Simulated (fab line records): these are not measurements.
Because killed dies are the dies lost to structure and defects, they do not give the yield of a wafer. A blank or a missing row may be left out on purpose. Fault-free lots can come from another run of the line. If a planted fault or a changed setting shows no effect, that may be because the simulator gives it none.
Chamber matching	flow berkeley-cmos170	UCB170_V2_CMP_02 on cmp-02: 4 sister chambers
The step polishes SiO2. 4 wafers are shown with their chamber, then 8 later ones without.

== WAFERS PAIRED WITH THEIR CHAMBERS ==
wafer	chamber	motor-current-A (A)
L123.3	3	19.8
L128.2	2	19.2
L128.3	0	16.1
L130.4	1	15.4

== WAFERS MISSING THEIR CHAMBER ==
wafer	motor-current-A (A)
L130.5	18.7
L130.6	21.2
L132.1	16.1
L132.4	19.6
L132.6	20.4
L137.3	20.1
L137.4	14.8
L137.6	19.4

== CHAMBER TAKEN BY EACH ==
wafer	from the rows above	in truth
L130.5	can't be placed: 2 or 3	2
L130.6	can't be placed: 3 or 2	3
L132.1	can't be placed: 0 or 1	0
L132.4	can't be placed: 3 or 2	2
L132.6	can't be placed: 3 or 2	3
L137.3	can't be placed: 3 or 2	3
L137.4	can't be placed: 1 or 0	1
L137.6	can't be placed: 2 or 3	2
Correctly placed: 0 of 8. From these rows, 8 cannot be placed; in 8 the true chamber is one of the candidates. Placed wrongly: 0.
How it was worked out, from the rows above alone: a wafer's distance from a chamber is the root of the sum, over the readings, of the square of ((its reading less the chamber's mean) divided by the reading's scatter). The wafer belongs to the nearest chamber; if the next one is less than 2 further off, it can't be placed. For every chamber, the mean is computed from those of its wafers that are shown. The scatter: with one shown wafer a chamber, the root of the mean of the squares of how far each hidden wafer lies from its nearest shown one.
